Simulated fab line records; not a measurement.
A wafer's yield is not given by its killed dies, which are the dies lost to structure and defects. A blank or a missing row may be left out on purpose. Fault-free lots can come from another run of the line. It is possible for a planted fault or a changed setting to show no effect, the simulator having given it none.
Chamber matching    flow berkeley_cmos170    UCB170_SPACER_CVD_00 on pecvd-02: 3 sister chambers
The step deposits SiO2 from TEOS/O2, target thk 376 nm, time 47 s. 3 wafers are shown with their chamber, then 8 later ones without.

== WAFERS WITH THEIR CHAMBER ==
wafer   chamber  heater_power_w (W)
L574.4  1        276
L574.6  2        254
L578.1  0        283

== WAFERS MISSING THEIR CHAMBER ==
wafer   heater_power_w (W)
L578.4  293
L578.5  346
L581.2  245
L581.3  314
L581.4  317
L584.3  279
L584.5  292
L584.6  251

== EACH ONE'S CHAMBER ==
wafer   from the rows above           in truth
L578.4  can't be placed: 0 or 1 or 2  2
L578.5  can't be placed: 0 or 1 or 2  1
L581.2  can't be placed: 2 or 1 or 0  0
L581.3  can't be placed: 0 or 1 or 2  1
L581.4  can't be placed: 0 or 1 or 2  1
L584.3  can't be placed: 1 or 0 or 2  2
L584.5  can't be placed: 0 or 1 or 2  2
L584.6  can't be placed: 2 or 1 or 0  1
Correct placement for 0 of the 8. Not placeable from these rows: 8 (in 8, the candidates include the true chamber). 0 placed wrongly.
How it was worked out, from the rows above alone: a wafer's distance from a chamber is the root of the sum, over the readings, of the square of ((its reading less the chamber's mean) divided by the reading's scatter). The wafer belongs to the nearest chamber; if the next one is less than 2 further off, it can't be placed. The mean given for a chamber averages the wafers shown for that chamber. The scatter (one wafer shown for each chamber): square how far every hidden wafer sits from the nearest shown wafer, average those squares and take the square root.
